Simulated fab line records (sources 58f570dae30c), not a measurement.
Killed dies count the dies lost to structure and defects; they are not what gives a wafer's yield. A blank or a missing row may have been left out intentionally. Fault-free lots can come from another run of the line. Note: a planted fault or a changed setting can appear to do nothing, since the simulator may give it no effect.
Split-lot study / flow berkeley-cmos170 / 5 lots, 23 wafers read, on a route of 331 steps

## THE SPLIT ITSELF
At UCB170_NVT_COAT_01 (resist thk 900 nm), the setting spin-rpm was moved away from the recipe's 1500 rpm on 8 of the 23 wafers read, by -4.5% to +2.3%. The other wafers ran this setting at the recipe's value.

The reading comes from the split's own step.

## THE READING
KrF_of_NVT_COAT_01.thk-nm (the simulator's own value, which no gauge read), in nm, at UCB170_NVT_COAT_01 (resist thk 900 nm). The file does not state a usual value for it. Average 898.1 nm, standard deviation 2.3 nm, over the 15 wafers here run with the recipe.

wafer=L079.2; tool, chamber at the split=litho-track-01, 0; spin-rpm as run, rpm=1500; against the recipe=recipe; KrF_of_NVT_COAT_01.thk-nm, nm=898.5; against lot-mates on the recipe=-
wafer=L079.3; tool, chamber at the split=litho-track-01, 0; spin-rpm as run, rpm=1500; against the recipe=recipe; KrF_of_NVT_COAT_01.thk-nm, nm=897.2; against lot-mates on the recipe=-
wafer=L079.4; tool, chamber at the split=litho-track-01, 0; spin-rpm as run, rpm=1500; against the recipe=recipe; KrF_of_NVT_COAT_01.thk-nm, nm=897.8; against lot-mates on the recipe=-
wafer=L079.5; tool, chamber at the split=litho-track-01, 0; spin-rpm as run, rpm=1500; against the recipe=recipe; KrF_of_NVT_COAT_01.thk-nm, nm=898.7; against lot-mates on the recipe=-
wafer=L079.6; tool, chamber at the split=litho-track-01, 0; spin-rpm as run, rpm=1500; against the recipe=recipe; KrF_of_NVT_COAT_01.thk-nm, nm=899.6; against lot-mates on the recipe=-
wafer=L081.1; tool, chamber at the split=litho-track-04, 0; spin-rpm as run, rpm=1466; against the recipe=-2.3%; KrF_of_NVT_COAT_01.thk-nm, nm=906.6; against lot-mates on the recipe=+10.2
wafer=L081.2; tool, chamber at the split=litho-track-04, 0; spin-rpm as run, rpm=1466; against the recipe=-2.3%; KrF_of_NVT_COAT_01.thk-nm, nm=906.9; against lot-mates on the recipe=+10.5
wafer=L081.3; tool, chamber at the split=litho-track-04, 0; spin-rpm as run, rpm=1500; against the recipe=recipe; KrF_of_NVT_COAT_01.thk-nm, nm=898.2; against lot-mates on the recipe=-
wafer=L081.4; tool, chamber at the split=litho-track-04, 0; spin-rpm as run, rpm=1500; against the recipe=recipe; KrF_of_NVT_COAT_01.thk-nm, nm=896.2; against lot-mates on the recipe=-
wafer=L081.6; tool, chamber at the split=litho-track-04, 0; spin-rpm as run, rpm=1500; against the recipe=recipe; KrF_of_NVT_COAT_01.thk-nm, nm=894.9; against lot-mates on the recipe=-
wafer=L083.1; tool, chamber at the split=litho-track-02, 0; spin-rpm as run, rpm=1500; against the recipe=recipe; KrF_of_NVT_COAT_01.thk-nm, nm=895.9; against lot-mates on the recipe=-
wafer=L083.4; tool, chamber at the split=litho-track-02, 0; spin-rpm as run, rpm=1500; against the recipe=recipe; KrF_of_NVT_COAT_01.thk-nm, nm=898.4; against lot-mates on the recipe=-
wafer=L083.5; tool, chamber at the split=litho-track-02, 0; spin-rpm as run, rpm=1500; against the recipe=recipe; KrF_of_NVT_COAT_01.thk-nm, nm=897.9; against lot-mates on the recipe=-
wafer=L084.2; tool, chamber at the split=litho-track-04, 0; spin-rpm as run, rpm=1500; against the recipe=recipe; KrF_of_NVT_COAT_01.thk-nm, nm=903.1; against lot-mates on the recipe=-
wafer=L084.3; tool, chamber at the split=litho-track-04, 0; spin-rpm as run, rpm=1534; against the recipe=+2.3%; KrF_of_NVT_COAT_01.thk-nm, nm=889.7; against lot-mates on the recipe=-13.3
wafer=L084.4; tool, chamber at the split=litho-track-04, 0; spin-rpm as run, rpm=1500; against the recipe=recipe; KrF_of_NVT_COAT_01.thk-nm, nm=903; against lot-mates on the recipe=-
wafer=L084.5; tool, chamber at the split=litho-track-04, 0; spin-rpm as run, rpm=1534; against the recipe=+2.3%; KrF_of_NVT_COAT_01.thk-nm, nm=893.6; against lot-mates on the recipe=-9.4
wafer=L084.6; tool, chamber at the split=litho-track-04, 0; spin-rpm as run, rpm=1534; against the recipe=+2.3%; KrF_of_NVT_COAT_01.thk-nm, nm=889.9; against lot-mates on the recipe=-13.1
wafer=L085.1; tool, chamber at the split=litho-track-01, 0; spin-rpm as run, rpm=1500; against the recipe=recipe; KrF_of_NVT_COAT_01.thk-nm, nm=896.8; against lot-mates on the recipe=-
wafer=L085.2; tool, chamber at the split=litho-track-01, 0; spin-rpm as run, rpm=1432; against the recipe=-4.5%; KrF_of_NVT_COAT_01.thk-nm, nm=916.5; against lot-mates on the recipe=+20.4
wafer=L085.4; tool, chamber at the split=litho-track-01, 0; spin-rpm as run, rpm=1432; against the recipe=-4.5%; KrF_of_NVT_COAT_01.thk-nm, nm=916.5; against lot-mates on the recipe=+20.4
wafer=L085.3; tool, chamber at the split=litho-track-01, 0; spin-rpm as run, rpm=1432; against the recipe=-4.5%; KrF_of_NVT_COAT_01.thk-nm, nm=917.2; against lot-mates on the recipe=+21.1
wafer=L085.5; tool, chamber at the split=litho-track-01, 0; spin-rpm as run, rpm=1500; against the recipe=recipe; KrF_of_NVT_COAT_01.thk-nm, nm=895.4; against lot-mates on the recipe=-

FIT RESULTS
A straight line over all 23 wafers: KrF_of_NVT_COAT_01.thk-nm changes by -3.85 nm for each +1% of spin-rpm; r = -0.96; the points scatter about the line by 2.2 nm.
The same after taking each lot's own level away (the mean of its wafers on the recipe; 23 wafers): -4.72 nm for each +1%; r = -0.99; scatter 1.2 nm.
On that fit, the largest move of spin-rpm shifts the reading by 21 nm.
The lots' own levels span 896.10 to 903.05 nm, that is 3.0 times the standard deviation above.
So the lot-to-lot level changes the slope: the two fits differ.
Check: for one of the wafers moved furthest among these (-4.5%), held out of the fit, the line's prediction against its lot-mates is +21.3 nm. Against them it came out at +20.4 nm.

## OTHER SPLITS APPLIED TO THESE WAFERS
Other splits were also applied to these wafers ahead of the reading. Each is held against what the fit with the lots' levels taken away leaves over:
other split on the same wafers=UCB170_ZERO_COAT_01 resist-thk-nm; wafers away from the commonest value=8; r with KrF_of_NVT_COAT_01.thk-nm (lot level and that fit taken away)=+0.20
other split on the same wafers=UCB170_ZERO_DEVELOP_05 develop-time-s; wafers away from the commonest value=9; r with KrF_of_NVT_COAT_01.thk-nm (lot level and that fit taken away)=-0.06
other split on the same wafers=UCB170_NWELL_IMPLANT_14 dose-cm2; wafers away from the commonest value=6; r with KrF_of_NVT_COAT_01.thk-nm (lot level and that fit taken away)=-0.03
other split on the same wafers=UCB170_PWELL_OXIDATION_02 temp-c; wafers away from the commonest value=15; r with KrF_of_NVT_COAT_01.thk-nm (lot level and that fit taken away)=+0.15
other split on the same wafers=UCB170_ACTIVE_COAT_08 spin-rpm; wafers away from the commonest value=11; r with KrF_of_NVT_COAT_01.thk-nm (lot level and that fit taken away)=-0.15
other split on the same wafers=UCB170_ACTIVE_PEB_11 peb-temp-c; wafers away from the commonest value=8; r with KrF_of_NVT_COAT_01.thk-nm (lot level and that fit taken away)=+0.20
other split on the same wafers=UCB170_PFIELD_IMPLANT_07 energy-kev; wafers away from the commonest value=6; r with KrF_of_NVT_COAT_01.thk-nm (lot level and that fit taken away)=+0.05

## THE WHOLE CHAIN: every reading that the file lists as answering this split, in the file's order
step=UCB170_NVT_COAT_01; what it does=resist thk 900 nm; reading=KrF_of_NVT_COAT_01.thk-nm (the simulator's own value, which no gauge read); change (the file's fit)=-4.68 nm for each +1% of the setting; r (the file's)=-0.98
step=UCB170_NVT_STRIP_08; what it does=strips in O2; reading=strip-time-to-endpoint-s; change (the file's fit)=withheld for each +1% of the setting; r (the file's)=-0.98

## FILE'S OWN FIT
KrF_of_NVT_COAT_01.thk-nm changes by -4.68 nm for each +1% of spin-rpm, r = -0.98.
